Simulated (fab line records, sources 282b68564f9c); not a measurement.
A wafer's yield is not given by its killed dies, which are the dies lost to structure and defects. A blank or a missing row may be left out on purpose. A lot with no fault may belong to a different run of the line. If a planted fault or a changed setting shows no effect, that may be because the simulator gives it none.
Split-lot experiment :: flow rit_cmos :: 23 wafers read across 5 lots, on a route 202 steps long

THE SPLIT
At RIT_NLDD_IMPLANT_08, the setting energy_kev was moved away from the recipe's 20 on 7 of the 23 wafers read, by -4.7% to +4.6%. For the rest of the wafers, this setting stayed at what the recipe calls for.

The split's own step is where the reading is taken.

THE READING
implant.drp_nm (the simulator's own value, which no gauge read), in nm, at RIT_NLDD_IMPLANT_08. The file does not state a usual value for it.

wafer: L074.3
tool, chamber at the split: implanter-02, 0
energy_kev as run: 20
against the recipe: recipe
implant.drp_nm, nm: 12.97
against lot-mates on the recipe: -

wafer: L074.5
tool, chamber at the split: implanter-02, 0
energy_kev as run: 20
against the recipe: recipe
implant.drp_nm, nm: 12.97
against lot-mates on the recipe: -

wafer: L074.6
tool, chamber at the split: implanter-02, 0
energy_kev as run: 20
against the recipe: recipe
implant.drp_nm, nm: 12.97
against lot-mates on the recipe: -

wafer: L076.1
tool, chamber at the split: implanter-02, 0
energy_kev as run: 19.06
against the recipe: -4.7%
implant.drp_nm, nm: 12.6
against lot-mates on the recipe: -0.37

wafer: L076.3
tool, chamber at the split: implanter-02, 0
energy_kev as run: 19.06
against the recipe: -4.7%
implant.drp_nm, nm: 12.6
against lot-mates on the recipe: -0.37

wafer: L076.4
tool, chamber at the split: implanter-02, 0
energy_kev as run: 20
against the recipe: recipe
implant.drp_nm, nm: 12.97
against lot-mates on the recipe: -

wafer: L076.5
tool, chamber at the split: implanter-02, 0
energy_kev as run: 20
against the recipe: recipe
implant.drp_nm, nm: 12.97
against lot-mates on the recipe: -

wafer: L076.6
tool, chamber at the split: implanter-02, 0
energy_kev as run: 20
against the recipe: recipe
implant.drp_nm, nm: 12.97
against lot-mates on the recipe: -

wafer: L077.1
tool, chamber at the split: implanter-03, 0
energy_kev as run: 20.92
against the recipe: +4.6%
implant.drp_nm, nm: 13.33
against lot-mates on the recipe: +0.36

wafer: L077.6
tool, chamber at the split: implanter-03, 0
energy_kev as run: 20.92
against the recipe: +4.6%
implant.drp_nm, nm: 13.33
against lot-mates on the recipe: +0.36

wafer: L077.2
tool, chamber at the split: implanter-03, 0
energy_kev as run: 20
against the recipe: recipe
implant.drp_nm, nm: 12.97
against lot-mates on the recipe: -

wafer: L077.4
tool, chamber at the split: implanter-03, 0
energy_kev as run: 20
against the recipe: recipe
implant.drp_nm, nm: 12.97
against lot-mates on the recipe: -

wafer: L077.5
tool, chamber at the split: implanter-03, 0
energy_kev as run: 20
against the recipe: recipe
implant.drp_nm, nm: 12.97
against lot-mates on the recipe: -

wafer: L080.1
tool, chamber at the split: implanter-02, 0
energy_kev as run: 20
against the recipe: recipe
implant.drp_nm, nm: 12.97
against lot-mates on the recipe: -

wafer: L080.2
tool, chamber at the split: implanter-02, 0
energy_kev as run: 20
against the recipe: recipe
implant.drp_nm, nm: 12.97
against lot-mates on the recipe: -

wafer: L080.3
tool, chamber at the split: implanter-02, 0
energy_kev as run: 20
against the recipe: recipe
implant.drp_nm, nm: 12.97
against lot-mates on the recipe: -

wafer: L080.4
tool, chamber at the split: implanter-02, 0
energy_kev as run: 20
against the recipe: recipe
implant.drp_nm, nm: 12.97
against lot-mates on the recipe: -

wafer: L080.5
tool, chamber at the split: implanter-02, 0
energy_kev as run: 20
against the recipe: recipe
implant.drp_nm, nm: 12.97
against lot-mates on the recipe: -

wafer: L083.1
tool, chamber at the split: implanter-02, 0
energy_kev as run: 20.58
against the recipe: +2.9%
implant.drp_nm, nm: 13.19
against lot-mates on the recipe: +0.22

wafer: L083.3
tool, chamber at the split: implanter-02, 0
energy_kev as run: 20.58
against the recipe: +2.9%
implant.drp_nm, nm: 13.19
against lot-mates on the recipe: +0.22

wafer: L083.5
tool, chamber at the split: implanter-02, 0
energy_kev as run: 20.58
against the recipe: +2.9%
implant.drp_nm, nm: 13.19
against lot-mates on the recipe: +0.22

wafer: L083.2
tool, chamber at the split: implanter-02, 0
energy_kev as run: 20
against the recipe: recipe
implant.drp_nm, nm: 12.97
against lot-mates on the recipe: -

wafer: L083.6
tool, chamber at the split: implanter-02, 0
energy_kev as run: 20
against the recipe: recipe
implant.drp_nm, nm: 12.97
against lot-mates on the recipe: -

THE FIT
A straight line over all 23 wafers: implant.drp_nm changes by +0.078 nm for each +1% of energy_kev; r = +1.00; the points scatter about the line by 0.0024 nm.
The same after taking each lot's own level away (the mean of its wafers on the recipe; 23 wafers): +0.078 nm for each +1%; r = +1.00; scatter 0.0024 nm.
That fit puts the effect of the largest move of energy_kev on the reading at 0.37 nm.
The lots' own levels span 12.970 to 12.970 nm.
Hence the lot-to-lot level has little effect on the slope; both slopes agree.
Check: with one of the wafers moved furthest among these (-4.7%) left out of the fit, the line predicts -0.367 nm for it against its lot-mates. Against them it came out at -0.37 nm.

FURTHER SPLITS ON THESE WAFERS
These wafers also went through other splits before the reading. Each is held against what the fit with the lots' levels taken away leaves over:
other split on the same wafers: RIT_ACTIVE_OXIDATION_01 temp_c
wafers away from the commonest value: 10
r with implant.drp_nm (lot level and that fit taken away): +0.01

other split on the same wafers: RIT_ACTIVE_EXPOSE_08 dose_mj
wafers away from the commonest value: 11
r with implant.drp_nm (lot level and that fit taken away): -0.39

other split on the same wafers: RIT_FOX2_OXIDATION_00 ox_time_s
wafers away from the commonest value: 10
r with implant.drp_nm (lot level and that fit taken away): +0.57

other split on the same wafers: RIT_NWELL_IMPLANT_08 dose_cm2
wafers away from the commonest value: 6
r with implant.drp_nm (lot level and that fit taken away): -0.15

other split on the same wafers: RIT_PWELL_IMPLANT_08 energy_kev
wafers away from the commonest value: 8
r with implant.drp_nm (lot level and that fit taken away): +0.44

other split on the same wafers: RIT_PRETRO_COAT_01 resist_thk_nm
wafers away from the commonest value: 9
r with implant.drp_nm (lot level and that fit taken away): -0.24

other split on the same wafers: RIT_GATE_SOFTBAKE_12 temp_c
wafers away from the commonest value: 8
r with implant.drp_nm (lot level and that fit taken away): -0.03

THE WHOLE CHAIN: every reading that the file lists as answering this split, in the file's order
step: RIT_NLDD_IMPLANT_08
what it does: 
reading: implant.rp_nm (the simulator's own value, which no gauge read)
change (the file's fit): +0.186 nm for each +1% of the setting
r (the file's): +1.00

step: RIT_NLDD_IMPLANT_08
what it does: 
reading: implant.drp_nm (the simulator's own value, which no gauge read)
change (the file's fit): +0.0782 nm for each +1% of the setting
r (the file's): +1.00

THE FILE'S OWN FIT
implant.drp_nm changes by +0.0782 nm for each +1% of energy_kev, r = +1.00.
